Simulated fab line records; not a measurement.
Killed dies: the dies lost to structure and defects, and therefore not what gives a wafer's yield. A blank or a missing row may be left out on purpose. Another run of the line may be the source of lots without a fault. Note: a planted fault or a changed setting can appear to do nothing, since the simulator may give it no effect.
fab line records -- flow rit-cmos
record: lots: 14, wafers: 42, last-day: 7
route steps=202 shown PLDD@116 CONTACT@177 M1@202
lots that met no fault: from a run of the same line without faults
start-h: start of the lot's first displayed wafer, in hours after the record's first day -- wait-h: hours from the lot's prior step to this one -- " the same as in the row above -- L1.1+2: one row covering several wafers at once -- - no value present, or no start provided -- * or withheld: withheld -- < > ~ a bound
route shown NAME@n: NAME is a module with steps in the file, n the number in the route of the first one -- usual: mean and standard deviation over wafers with no fault -- same: alike in all rows -- chamber/n: place in a boat -- sites: the reading at each site -- _std_site: the values' standard deviation -- _edge_site: inner sites' mean taken away from outer sites' mean -- radius-mm: how far each site lies from the wafer's centre -- mask NAME#n: copy n -- behind: the tool/chamber that last shaped the wafer -- hold: what put the lot on hold/how long, in hours/how the hold closed -- device: names the non-switching transistor (n, p or np) -- end of line: the same wafers' tests at the end of the route -- where a step has no rows: the recipe by itself -- killed: not the wafer's yield, but the dies lost to structure and defects at the first sort -- map: a wafer's dies, marking killed ones x, the rest . and places with no die _
set.NAME: the setting that was run; set.NAME@STEP: the one run at that earlier step -- model.NAME: the simulator's own value behind a step, which no gauge read
route steps across a sampled set of lots; one table per step, one row per wafer
== steps ==
step: RIT_PLDD_SOFTBAKE_02
recipe: resist: NOVOLAK, temp-c: 90, time-s: 60
usual: heater-power-total-W: 34.56/0.052, plate-temp-C: 89.98/0.12
lot.wafer,tool,chamber,start-h,wait-h,heater-power-total-W,plate-temp-C
L112.1,litho-track-04,0,50.24,0.1,34.56,89.81
L112.2,litho-track-04,0,50.24,0.1,34.49,89.90
L112.5,litho-track-04,0,50.24,0.1,34.57,89.85
L113.3,litho-track-03,0,52.71,0.1,34.61,90.07
L113.4,litho-track-03,0,52.71,0.1,34.52,90.15
L113.6,litho-track-03,0,52.71,0.1,34.60,89.96
L114.1,litho-track-02,0,57.71,0.1,34.50,89.91
L114.3,litho-track-02,0,57.71,0.1,34.56,89.92
L114.4,litho-track-02,0,57.71,0.1,34.53,89.93
L115.2,litho-track-03,0,62.96,0.1,34.57,90.07
L115.5,litho-track-03,0,62.96,0.1,34.59,89.95
L115.6,litho-track-03,0,62.96,0.1,34.51,89.89
L116.1,litho-track-03,0,68.50,0.1,34.62,89.93
L116.2,litho-track-03,0,68.50,0.1,34.61,90.18
L116.5,litho-track-03,0,68.50,0.1,34.52,89.97
L117.3,litho-track-03,0,73.89,0.1,34.56,89.73
L117.5,litho-track-03,0,73.89,0.1,34.58,89.85
L117.6,litho-track-03,0,73.89,0.1,34.66,89.95
L118.2,litho-track-04,0,83.23,0.1,34.61,89.89
L118.3,litho-track-04,0,83.23,0.1,34.61,89.85
L118.6,litho-track-04,0,83.23,0.1,34.57,89.97
L120.1,litho-track-04,0,91.74,0.1,34.60,90.05
L120.2,litho-track-04,0,91.74,0.1,34.51,90.13
L120.4,litho-track-04,0,91.74,0.1,34.45,90.15
L123.2,litho-track-02,0,103.36,0.1,34.63,90.05
L123.4,litho-track-02,0,103.36,0.1,34.59,89.86
L123.5,litho-track-02,0,103.36,0.1,34.48,89.97
L124.2,litho-track-03,0,107.90,0.1,34.57,89.82
L124.3,litho-track-03,0,107.90,0.1,34.55,89.92
L124.6,litho-track-03,0,107.90,0.1,34.68,90.05
L128.1,litho-track-04,0,128.19,0.1,34.50,89.81
L128.5,litho-track-04,0,128.19,0.1,34.47,90.06
L128.6,litho-track-04,0,128.19,0.1,34.63,89.86
L129.1,litho-track-03,0,131.79,0.1,33.97,88.73
L129.3,litho-track-03,0,131.79,0.1,33.82,88.81
L129.6,litho-track-03,0,131.79,0.1,33.85,88.82
L130.1,litho-track-03,0,136.52,0.1,33.96,88.69
L130.2,litho-track-03,0,136.52,0.1,34.04,88.82
L130.4,litho-track-03,0,136.52,0.1,33.98,88.69
L134.2,litho-track-02,0,156.82,0.1,34.54,90.17
L134.4,litho-track-02,0,156.82,0.1,34.55,89.95
L134.6,litho-track-02,0,156.82,0.1,34.64,90.15
step: RIT_PLDD_OVL_MEAS_06
usual: PLDD_OVL: -0.4/1.2
lot.wafer,tool,chamber,start-h,wait-h,PLDD_OVL[nm]
L112.1,overlay-01,-,51.02,-,-0.6
L112.2,overlay-01,-,51.02,-,1.5
L112.5,overlay-01,-,51.02,-,1.6
L113.3,overlay-02,-,53.22,-,0.0
L113.4,overlay-02,-,53.22,-,0.1
L113.6,overlay-02,-,53.22,-,0.1
L114.1,overlay-01,-,58.26,-,-3.7
L114.3,overlay-01,-,58.26,-,-2.8
L114.4,overlay-01,-,58.26,-,0.0
L115.2,overlay-02,-,63.62,-,0.0
L115.5,overlay-02,-,63.62,-,-0.2
L115.6,overlay-02,-,63.62,-,-1.0
L116.1,overlay-01,-,69.05,-,-0.2
L116.2,overlay-01,-,69.05,-,-1.5
L116.5,overlay-01,-,69.05,-,-0.7
L117.3,overlay-01,-,74.41,-,-0.7
L117.5,overlay-01,-,74.41,-,0.4
L117.6,overlay-01,-,74.41,-,-0.4
L118.2,overlay-01,-,83.76,-,-1.1
L118.3,overlay-01,-,83.76,-,-0.4
L118.6,overlay-01,-,83.76,-,-0.8
L120.1,overlay-02,-,92.29,-,-0.4
L120.2,overlay-02,-,92.29,-,-1.6
L120.4,overlay-02,-,92.29,-,-0.8
L123.2,overlay-01,-,103.89,-,-0.3
L123.4,overlay-01,-,103.89,-,-1.1
L123.5,overlay-01,-,103.89,-,-1.9
L124.2,overlay-02,-,108.55,-,-0.8
L124.3,overlay-02,-,108.55,-,1.0
L124.6,overlay-02,-,108.55,-,1.6
L128.1,overlay-02,-,128.74,-,1.3
L128.5,overlay-02,-,128.74,-,1.5
L128.6,overlay-02,-,128.74,-,-0.1
L129.1,overlay-02,-,132.34,-,-2.2
L129.3,overlay-02,-,132.34,-,-1.5
L129.6,overlay-02,-,132.34,-,-3.5
L130.1,overlay-01,-,137.07,-,1.7
L130.2,overlay-01,-,137.07,-,0.4
L130.4,overlay-01,-,137.07,-,0.1
L134.2,overlay-02,-,157.35,-,-0.3
L134.4,overlay-02,-,157.35,-,1.2
L134.6,overlay-02,-,157.35,-,-0.5
step: RIT_CONTACT_OVL_MEAS_09
usual: CONTACT_OVL: -0.2/1.4
lot.wafer,tool,chamber,start-h,wait-h,CONTACT_OVL[nm]
L112.1,overlay-02,-,61.08,0.1,0.9
L112.2,overlay-02,-,61.08,0.1,0.5
L112.5,overlay-02,-,61.08,0.1,1.8
L113.3,overlay-01,-,63.83,0.1,-3.2
L113.4,overlay-01,-,63.83,0.1,-2.0
L113.6,overlay-01,-,63.83,0.1,-1.3
L114.1,overlay-02,-,67.21,0.1,2.1
L114.3,overlay-02,-,67.21,0.1,3.8
L114.4,overlay-02,-,67.21,0.1,3.1
L115.2,overlay-02,-,72.49,0.1,0.2
L115.5,overlay-02,-,72.49,0.1,-2.3
L115.6,overlay-02,-,72.49,0.1,-2.9
L116.1,overlay-02,-,77.58,0.1,0.2
L116.2,overlay-02,-,77.58,0.1,1.6
L116.5,overlay-02,-,77.58,0.1,1.2
L117.3,overlay-02,-,84.40,0.1,-1.1
L117.5,overlay-02,-,84.40,0.1,-2.8
L117.6,overlay-02,-,84.40,0.1,-2.0
L118.2,overlay-02,-,93.69,0.1,0.6
L118.3,overlay-02,-,93.69,0.1,1.6
L118.6,overlay-02,-,93.69,0.1,-0.3
L120.1,overlay-01,-,101.82,0.1,-1.0
L120.2,overlay-01,-,101.82,0.1,-0.5
L120.4,overlay-01,-,101.82,0.1,-0.4
L123.2,overlay-01,-,112.77,0.1,0.4
L123.4,overlay-01,-,112.77,0.1,-0.3
L123.5,overlay-01,-,112.77,0.1,-0.2
L124.2,overlay-02,-,117.56,0.1,-2.6
L124.3,overlay-02,-,117.56,0.1,0.2
L124.6,overlay-02,-,117.56,0.1,-2.2
L128.1,overlay-01,-,137.42,0.1,-0.2
L128.5,overlay-01,-,137.42,0.1,-3.0
L128.6,overlay-01,-,137.42,0.1,-0.7
L129.1,overlay-01,-,141.48,0.1,0.7
L129.3,overlay-01,-,141.48,0.1,-0.1
L129.6,overlay-01,-,141.48,0.1,1.5
L130.1,overlay-01,-,146.01,0.1,-1.1
L130.2,overlay-01,-,146.01,0.1,0.0
L130.4,overlay-01,-,146.01,0.1,-0.3
L134.2,overlay-01,-,166.38,0.1,0.8
L134.4,overlay-01,-,166.38,0.1,-0.2
L134.6,overlay-01,-,166.38,0.1,1.0
step: RIT_CONTACT_CD_MEAS_90
recipe: target-cd-nm: 1000
usual: cd-nm: 1000.3/2.2
lot.wafer,tool,chamber,start-h,wait-h,cd-nm
L112.1,cd-sem-02,-,61.64,0.1,1004.8
L112.2,cd-sem-02,-,61.64,0.1,1004.7
L112.5,cd-sem-02,-,61.64,0.1,1003.8
L113.3,cd-sem-01,-,64.42,0.1,999.3
L113.4,cd-sem-01,-,64.42,0.1,1001.9
L113.6,cd-sem-01,-,64.42,0.1,999.5
L114.1,cd-sem-01,-,67.77,0.1,1000.3
L114.3,cd-sem-01,-,67.77,0.1,1003.6
L114.4,cd-sem-01,-,67.77,0.1,1003.4
L115.2,cd-sem-02,-,73.06,0.1,1000.9
L115.5,cd-sem-02,-,73.06,0.1,1002.8
L115.6,cd-sem-02,-,73.06,0.1,1003.0
L116.1,cd-sem-01,-,78.14,0.1,1000.4
L116.2,cd-sem-01,-,78.14,0.1,1001.6
L116.5,cd-sem-01,-,78.14,0.1,1000.1
L117.3,cd-sem-01,-,84.99,0.1,1004.6
L117.5,cd-sem-01,-,84.99,0.1,1002.3
L117.6,cd-sem-01,-,84.99,0.1,1003.9
L118.2,cd-sem-01,-,94.26,0.1,998.8
L118.3,cd-sem-01,-,94.26,0.1,999.3
L118.6,cd-sem-01,-,94.26,0.1,997.9
L120.1,cd-sem-01,-,102.38,0.1,996.8
L120.2,cd-sem-01,-,102.38,0.1,997.7
L120.4,cd-sem-01,-,102.38,0.1,997.4
L123.2,cd-sem-01,-,113.34,0.1,999.7
L123.4,cd-sem-01,-,113.34,0.1,999.1
L123.5,cd-sem-01,-,113.34,0.1,999.5
L124.2,cd-sem-02,-,118.13,0.1,999.3
L124.3,cd-sem-02,-,118.13,0.1,997.5
L124.6,cd-sem-02,-,118.13,0.1,998.5
L128.1,cd-sem-01,-,137.98,0.1,999.4
L128.5,cd-sem-01,-,137.98,0.1,1000.6
L128.6,cd-sem-01,-,137.98,0.1,998.2
L129.1,cd-sem-01,-,142.03,0.1,998.3
L129.3,cd-sem-01,-,142.03,0.1,997.2
L129.6,cd-sem-01,-,142.03,0.1,997.8
L130.1,cd-sem-02,-,146.72,0.1,1000.0
L130.2,cd-sem-02,-,146.72,0.1,999.6
L130.4,cd-sem-02,-,146.72,0.1,999.3
L134.2,cd-sem-01,-,167.09,0.1,998.1
L134.4,cd-sem-01,-,167.09,0.1,1001.7
L134.6,cd-sem-01,-,167.09,0.1,999.5
step: RIT_M1_PROBE_99
usual: killed_at_M0_to_M3: 0.0/0.14, killed-at-contacts: 0.0/0.22, killed-at-front-end: 6.9/3, killed-dies: 6.9/3, killed-open: 3.5/2, killed-short: 3.4/2.1
same: gross-dies: 264, killed_at_M4_up: 0, killed-at-back-side: 0, killed-at-other: 0
lot.wafer,tool,chamber,start-h,wait-h,killed_at_M0_to_M3,killed-at-contacts,killed-at-front-end,killed-dies,killed-open,killed-short
L112.1,prober-02,-,66.48,0.1,0,1,14,15,10,5
L112.2,prober-02,-,66.53,0.1,0,0,9,9,7,1
L112.5,prober-02,-,66.68,0.2,0,0,10,10,4,5
L113.3,prober-01,-,69.73,0.2,0,0,9,9,4,5
L113.4,prober-01,-,69.78,0.2,0,0,7,7,2,5
L113.6,prober-01,-,69.88,0.2,0,1,7,8,3,5
L114.1,prober-02,-,73.68,0.1,0,0,10,10,6,4
L114.3,prober-02,-,73.78,0.2,0,1,6,7,5,2
L114.4,prober-02,-,73.83,0.2,0,0,4,4,4,0
L123.2,prober-01,-,117.96,0.1,0,0,5,5,3,2
L123.4,prober-01,-,118.06,0.2,0,0,7,7,2,5
L123.5,prober-01,-,118.11,0.2,0,0,7,7,4,3
L130.1,prober-02,-,151.30,0.1,0,0,6,6,3,3
L130.2,prober-02,-,151.35,0.1,0,0,6,6,5,1
L130.4,prober-02,-,151.45,0.2,0,0,7,7,2,5
killed by level:class
L112.1 SPACER:geometric-particle:open=3 SILICIDE:geometric-particle:open=3 FOX1:geometric-particle:short=2 FOX1:geometric-particle:open=2 FOX2:geometric-particle:short=1 GATE:geometric-particle:short=1 GATE:geometric-particle:open=1 SILICIDE:geometric-particle:short=1
L112.2 FOX2:geometric-particle:open=2 GATE:geometric-particle:open=2 FOX1:geometric-particle:open=1 FOX2:geometric-particle:short=1 SPACER:geometric-particle:open=1 SILICIDE:geometric-particle:open=1 ACTIVE:coat-microbubble-printed=1
L112.5 GATE:geometric-particle:open=2 SPACER:geometric-particle:short=2 FOX1:geometric-particle:open=1 FOX1:geometric-particle:short=1 FOX2:geometric-particle:open=1 FOX2:geometric-particle:short=1 GATE:geometric-particle:short=1 NWELL:coat-microbubble-printed=1
L113.3 GATE:geometric-particle:open=3 FOX1:geometric-particle:short=2 GATE:geometric-particle:short=1 REOX:geometric-particle:short=1 SPACER:geometric-particle:open=1 SILICIDE:geometric-particle:short=1
L113.4 GATE:geometric-particle:short=2 SPACER:geometric-particle:short=2 FOX1:geometric-particle:short=1 FOX2:geometric-particle:open=1 SPACER:geometric-particle:open=1
L113.6 GATE:geometric-particle:short=2 GATE:geometric-particle:open=2 FOX1:geometric-particle:short=1 FOX2:geometric-particle:short=1 SPACER:geometric-particle:short=1 CONTACT:geometric-particle:open=1
L114.1 GATE:geometric-particle:open=4 REOX:geometric-particle:short=2 FOX1:geometric-particle:open=1 FOX2:geometric-particle:short=1 GATE:geometric-particle:short=1 SPACER:geometric-particle:open=1
L114.3 GATE:geometric-particle:short=2 GATE:geometric-particle:open=2 FOX1:geometric-particle:open=1 REOX:geometric-particle:open=1 CONTACT:geometric-particle:open=1
L114.4 GATE:geometric-particle:open=2 SPACER:geometric-particle:open=1 SILICIDE:geometric-particle:open=1
L123.2 SILICIDE:geometric-particle:open=2 FOX1:geometric-particle:open=1 GATE:geometric-particle:short=1 REOX:geometric-particle:short=1
L123.4 GATE:geometric-particle:short=3 REOX:geometric-particle:open=1 SPACER:geometric-particle:short=1 SILICIDE:geometric-particle:short=1 SILICIDE:geometric-particle:open=1
L123.5 REOX:geometric-particle:open=2 SILICIDE:geometric-particle:open=2 REOX:geometric-particle:short=1 SPACER:geometric-particle:short=1 SILICIDE:geometric-particle:short=1
L130.1 SPACER:geometric-particle:short=2 FOX1:geometric-particle:open=1 GATE:geometric-particle:short=1 GATE:geometric-particle:open=1 REOX:geometric-particle:open=1
L130.2 GATE:geometric-particle:open=4 GATE:geometric-particle:short=1 SPACER:geometric-particle:open=1
L130.4 REOX:geometric-particle:short=2 FOX2:geometric-particle:short=1 GATE:geometric-particle:open=1 GATE:geometric-particle:short=1 REOX:geometric-particle:open=1 SILICIDE:geometric-particle:short=1
== key ==
first-sign: step: RIT_PLDD_SOFTBAKE_02, reading: heater-power-total-W, direction: down, sigmas: 12, usual: 34.56, struck: 33.94
effect: step: RIT_PLDD_SOFTBAKE_02, reading: plate-temp-C, direction: down, sigmas: 10, usual: *, struck: *
met-at RIT_PLDD_SOFTBAKE_02
struck-lots L129,L130
tester-left-out L129,L130
not-acting-at RIT_PLDD_OVL_MEAS_06,RIT_CONTACT_OVL_MEAS_09,RIT_CONTACT_CD_MEAS_90
onset-between 107.90 131.79
fault: kind: process-parameter-drift, tool: litho-track-03, chamber: -, onset-h: 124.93, steps: RIT_PLDD_SOFTBAKE_02, channel: temp-c, offset: *, shape: step, end-h: 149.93, acts-in: *, stated: *
tester-left-out: of these lots the tester's yield and bins aren't shown, on N5 and GAA mostly nor the transistor test; their killed dies are dies lost to structure and defects alone, not to doping, threshold or leakage, so they don't give the yield
